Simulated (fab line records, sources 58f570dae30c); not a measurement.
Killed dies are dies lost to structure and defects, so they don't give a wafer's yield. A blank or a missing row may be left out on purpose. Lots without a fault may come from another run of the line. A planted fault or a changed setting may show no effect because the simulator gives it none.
A struck lot beside a sound one | flow berkeley_cmos170 | 16 steps out of a route of 331
Sound: wafers L572.1, L572.2, L572.5. Struck: wafers L563.2, L563.5, L563.6. The cause comes at the end.
At each step with rows: each side's tool, then ch and its chambers, then its first start. Under that, the readings that differ: sound wafers | struck wafers | difference of the means | sigmas: that difference in standard deviations of wafers without a fault.
alike: readings whose means differ by less than 2 such deviations, and words and numbers that are the same on both sides. not compared: withheld readings, readings that some wafer has no value for, bounds like >300 that may hide the same value, and numbers for which the record gives no deviation and whose values overlap.
The two part at a step that has a row with sigmas, a row that says differs or no value, or rows on one side only. Numbers that don't overlap but have no deviation are shown without sigmas and don't part them. A reading that every wafer of one side lacks parts them only if that side has two wafers or more.

first, 1 step without rows for these wafers: UCB170_M3_SOFTBAKE_06 (time 60 s).
UCB170_M3_STRIP_07: strips in O2.
  sound on plasma_asher-04 ch 0,1, day 12 08:03; struck on plasma_asher-01 ch 0,1, day 10 14:53
  alike: drypump_motor_current_A, o2_flow_sccm, oes_product_au, strip_time_to_endpoint_s
  not compared: rf_hours_counter_h
then, 7 steps without rows for these wafers: UCB170_M3_STRIP_08 (strips KrF in DMSO, time 600 s); UCB170_M3_COAT_09; UCB170_M3_COAT_10 (resist thk 900 nm); UCB170_M3_SOFTBAKE_11 (time 60 s); UCB170_M3_EXPOSE_12 (exposes mask METAL3, target cd 700 nm); UCB170_M3_PEB_13; UCB170_M3_DEVELOP_14 (develop time 45 s).
UCB170_M3_CD_MEAS_15: target cd 700 nm.
  sound on cd_sem-01, day 12 09:40; struck on cd_sem-01, day 10 16:25
  alike: cd_nm
UCB170_M3_OVL_MEAS_16:
  sound on overlay-01, day 12 09:47; struck on overlay-02, day 10 16:31
  alike: M3_OVL
UCB170_M3_ETCH_17: etches BARC in N2/H2.
  sound on rie_diel-04 ch 1,2, day 12 09:49; struck on rie_diel-02 ch 0,3, day 10 16:33
  alike: drypump_motor_current_A, h2_flow_sccm, oes_product_au, throttle_valve_pct
UCB170_M3_METAL_ETCH_18: etches Al in Cl2/BCl3, stops on SiO2, target depth 1170 nm, time 200.3 s.
  sound on rie_metal-01 ch 0,1, day 12 09:52; struck on rie_metal-02 ch 0,1, day 10 16:35
  reading                             | sound             | struck            | difference | sigmas
  drypump_motor_current_A (A)         | 5.1 5.6 5.1       | 6.6 6.2 6.6       | +1.2       | +2
  model.KrF_of_M3_COAT_10.thk_nm (nm) | 189 173.3 192.2   | 219.9 212.7 226.9 | +35.0      |
  model.SiO2_of_V2_CVD_00.thk_nm (nm) | 937.6 935.8 936.4 | 941.6 941.8 943.4 | +5.7       |
  alike: oes_product_au, throttle_valve_pct
  not compared: rf_hours_counter_h
UCB170_M3_STRIP_19: strips in O2.
  sound on plasma_asher-04 ch 0,1, day 12 10:03; struck on plasma_asher-01 ch 0,1, day 10 16:47
  reading                     | sound             | struck            | difference | sigmas
  drypump_motor_current_A (A) | 5.85 5.18 5.23    | 5.90 5.89 5.90    | +0.48      | +2
  oes_product_au (a.u.)       | 0.519 0.501 0.525 | 0.551 0.540 0.558 | +0.035     | +3
  alike: o2_flow_sccm
  not compared: rf_hours_counter_h
UCB170_M3_CD_MEAS_90: target cd 700 nm.
  sound on cd_sem-02, day 12 10:09; struck on cd_sem-01, day 10 16:54
  alike: cd_nm
UCB170_M3_PROBE_99:
  the record has rows for the struck wafers here (prober-02, day 10 17:13) and none for the sound ones

WHERE THEY PART
First at UCB170_M3_METAL_ETCH_18; last, within this record, at UCB170_M3_PROBE_99.

WHY: what the simulator had put in
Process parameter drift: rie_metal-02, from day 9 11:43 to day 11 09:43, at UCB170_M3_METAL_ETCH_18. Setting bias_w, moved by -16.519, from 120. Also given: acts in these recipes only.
